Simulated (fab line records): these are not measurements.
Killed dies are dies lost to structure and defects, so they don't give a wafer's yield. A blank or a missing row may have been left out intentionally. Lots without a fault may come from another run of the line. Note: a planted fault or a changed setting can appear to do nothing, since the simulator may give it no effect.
Which tool was responsible? | flow ritCmos | 45 wafers from 15 lots sampled at 4 of the route's 202 steps

WHAT THE GAUGES SHOWED, per wafer
RIT_ACTIVE_THK_MEAS_04.
lot  | measured    | on           | ACTIVE_NITRIDE_THK (nm)
L540 | day 1 18:46 | filmMetro-03 | 148.7 150.3 149.9
L541 | day 2 01:57 | filmMetro-03 | 149.8 149.6 148.8
L542 | day 2 05:15 | filmMetro-02 | 148.9 150.1 150.8
L543 | day 2 10:08 | filmMetro-03 | 150.3 150.1 151.4
L544 | day 2 15:56 | filmMetro-04 | 149.4 150.1 148.3
L546 | day 3 01:19 | filmMetro-04 | 149.2 148.7 147.5
L549 | day 3 17:19 | filmMetro-04 | 151.6 151.6 150.5
L550 | day 3 22:24 | filmMetro-03 | 148.7 148.9 149.5
L552 | day 4 06:45 | filmMetro-03 | 148.3 148.1 148.1
L554 | day 4 16:59 | filmMetro-03 | 254.0 252.8 254.1
L555 | day 4 22:20 | filmMetro-02 | 252.7 252.6 252.3
L556 | day 5 03:20 | filmMetro-02 | 151.0 150.6 149.3
L559 | day 5 17:40 | filmMetro-04 | 150.7 152.1 151.2
L560 | day 5 22:32 | filmMetro-02 | 251.8 252.1 250.8
L561 | day 6 03:32 | filmMetro-02 | 153.3 154.7 153.2

RIT_FOX1_THK_MEAS_01.
lot  | measured    | on           | FOX1_OXIDE_THK (nm)
L540 | day 2 01:00 | filmMetro-03 | 353 355 361
L541 | day 2 05:14 | filmMetro-03 | 347 347 349
L542 | day 2 09:20 | filmMetro-03 | 344 348 347
L543 | day 2 15:15 | filmMetro-01 | 352 346 349
L544 | day 2 19:20 | filmMetro-02 | 350 357 355
L546 | day 3 05:02 | filmMetro-01 | 355 357 354
L549 | day 3 21:31 | filmMetro-02 | 349 342 345
L550 | day 4 02:04 | filmMetro-02 | 341 351 344
L552 | day 4 10:20 | filmMetro-02 | 354 354 359
L556 | day 5 06:47 | filmMetro-02 | 342 345 349
L559 | day 5 21:05 | filmMetro-01 | 351 358 355
L561 | day 6 08:28 | filmMetro-01 | 345 344 345

EACH LOT AND THE TOOL THAT RAN IT (in order: tool; ch and the chambers of the sampled wafers; start)
lot  | RIT_ACTIVE_CVD_03          | RIT_ACTIVE_ETCH_13
L540 | lpcvd-02 ch 1, day 1 17:21 | rieDiel-04 ch 0,3, day 1 20:04
L541 | lpcvd-01 ch 0, day 2 00:32 | rieDiel-04 ch 0,1,2, day 2 03:07
L542 | lpcvd-01 ch 0, day 2 03:07 | rieDiel-02 ch 0,1,3, day 2 06:32
L543 | lpcvd-02 ch 1, day 2 08:43 | rieDiel-04 ch 1,3, day 2 11:26
L544 | lpcvd-01 ch 1, day 2 14:31 | rieDiel-04 ch 0,3, day 2 17:11
L546 | lpcvd-01 ch 1, day 2 23:53 | rieDiel-01 ch 0,1,2, day 3 02:50
L549 | lpcvd-01 ch 1, day 3 15:53 | rieDiel-01 ch 2,3, day 3 18:29
L550 | lpcvd-02 ch 0, day 3 20:16 | rieDiel-04 ch 0,2, day 3 23:41
L552 | lpcvd-02 ch 0, day 4 05:19 | rieDiel-04 ch 0,1,2, day 4 08:03
L554 | lpcvd-02 ch 0, day 4 15:34 | rieDiel-01 ch 1,2, day 4 18:10
L555 | lpcvd-02 ch 0, day 4 20:56 | rieDiel-01 ch 2,3, day 4 23:36
L556 | lpcvd-01 ch 0, day 5 01:55 | rieDiel-04 ch 0,1,3, day 5 04:40
L559 | lpcvd-01 ch 0, day 5 16:15 | rieDiel-01 ch 0,1,3, day 5 18:58
L560 | lpcvd-02 ch 0, day 5 21:07 | rieDiel-04 ch 0,3, day 5 23:50
L561 | lpcvd-01 ch 0, day 6 02:07 | rieDiel-01 ch 1,3, day 6 04:43
- RIT_ACTIVE_CVD_03: deposits Si3N4 from SiH2Cl2/NH3, target thk 150 nm, time 1500 s.
- RIT_ACTIVE_ETCH_13: etches Si3N4 in SF6, stops on SiO2, time 210 s, target depth 210 nm.

WHAT THE TOOLS THEMSELVES READ (means of the sampled wafers that have a number; where no wafer has one, the mark that the record gives instead)
RIT_ACTIVE_CVD_03.
lot  | tool     | sih2cl2FlowSccm (sccm) | spikeTcCentreC (C) | spikeTcLoadC (C)
L540 | lpcvd-02 | 60.08                  | 810.4              | 837.9
L541 | lpcvd-01 | 59.84                  | 812.2              | 835.5
L542 | lpcvd-01 | 59.95                  | 811.9              | 835.9
L543 | lpcvd-02 | 60.16                  | 811.7              | 838.1
L544 | lpcvd-01 | 59.94                  | 812.6              | 831.8
L546 | lpcvd-01 | 59.98                  | 813.1              | 830.8
L549 | lpcvd-01 | 59.95                  | 813.5              | 830.9
L550 | lpcvd-02 | 59.97                  | 811.1              | 833.5
L552 | lpcvd-02 | 59.95                  | 811.5              | 832.6
L554 | lpcvd-02 | 60.10                  | 812.0              | 833.2
L555 | lpcvd-02 | 60.11                  | 811.3              | 833.4
L556 | lpcvd-01 | 59.86                  | 812.2              | 835.2
L559 | lpcvd-01 | 60.33                  | 812.0              | 836.2
L560 | lpcvd-02 | 60.13                  | 812.0              | 833.9
L561 | lpcvd-01 | 60.08                  | 812.8              | 835.4

RIT_ACTIVE_ETCH_13.
lot  | tool       | drypumpMotorCurrentA (A) | oesProductAu (a.u.) | throttleValvePct (%)
L540 | rieDiel-04 | 6.2                      | 0.808               | 7.59
L541 | rieDiel-04 | 5.9                      | 0.812               | 7.53
L542 | rieDiel-02 | 6.2                      | 0.819               | 7.39
L543 | rieDiel-04 | 5.9                      | 0.820               | 7.46
L544 | rieDiel-04 | 6.2                      | 0.803               | 7.60
L546 | rieDiel-01 | 5.8                      | 0.820               | 7.47
L549 | rieDiel-01 | 5.8                      | 0.824               | 7.39
L550 | rieDiel-04 | 5.7                      | 0.814               | 7.54
L552 | rieDiel-04 | 5.9                      | 0.808               | 7.53
L554 | rieDiel-01 | 5.5                      | 1.015               | 7.55
L555 | rieDiel-01 | 5.7                      | 1.017               | 7.44
L556 | rieDiel-04 | 6.0                      | 0.810               | 7.54
L559 | rieDiel-01 | 5.8                      | 0.824               | 7.45
L560 | rieDiel-04 | 6.1                      | 0.992               | 7.54
L561 | rieDiel-01 | 5.7                      | 0.825               | 7.44

THE ANSWER, worked out from the rows above alone
Rule: usual is defined by the lots themselves. Put in order of their means at a reading, lots are off if they are a third of the lots or fewer, leave a main group of 4 or more, and stand apart from it by a gap of 3 or more times the standard deviation of the main group's means; of several such gaps the widest counts. A main group whose means are all the same, to the digits that the tables above print for the reading, isn't used. Also off: a lot with no number at a reading for which 4 or more lots have one. All remaining lots with rows at the step are treated as sound. First the gauges in route order, then the tools' own readings, where a lot's mean is used as printed above. At the first step where some lot is off, the reading lying furthest off is the one used; lots without a number count as furthest.
Off: L554, L555, L560, seen at RIT_ACTIVE_THK_MEAS_04 (ACTIVE_NITRIDE_THK). The main group has a mean of 150.1 nm with a standard deviation of 1.5.
A tool fits if, at a process step before that reading, it ran every lot that is off, and no sound lot after the first of them. The gauges at RIT_ACTIVE_THK_MEAS_04 aren't tried: what is off there is off at RIT_ACTIVE_ETCH_13 too, on other tools, and a gauge's error can't cause that. One fits: RIT_ACTIVE_CVD_03 on lpcvd-02. A fault onset in the window from L552 (day 4 05:19, its last sound lot) to L554 (day 4 15:34, its first lot off) fits.

WHAT HAD BEEN PUT IN BY THE SIMULATOR
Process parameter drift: lpcvd-02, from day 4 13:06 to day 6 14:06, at RIT_ACTIVE_CVD_03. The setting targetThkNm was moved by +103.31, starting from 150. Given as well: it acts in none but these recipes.
Shown lots that were struck: L554, L555, L560. This agrees with what the rule above found.
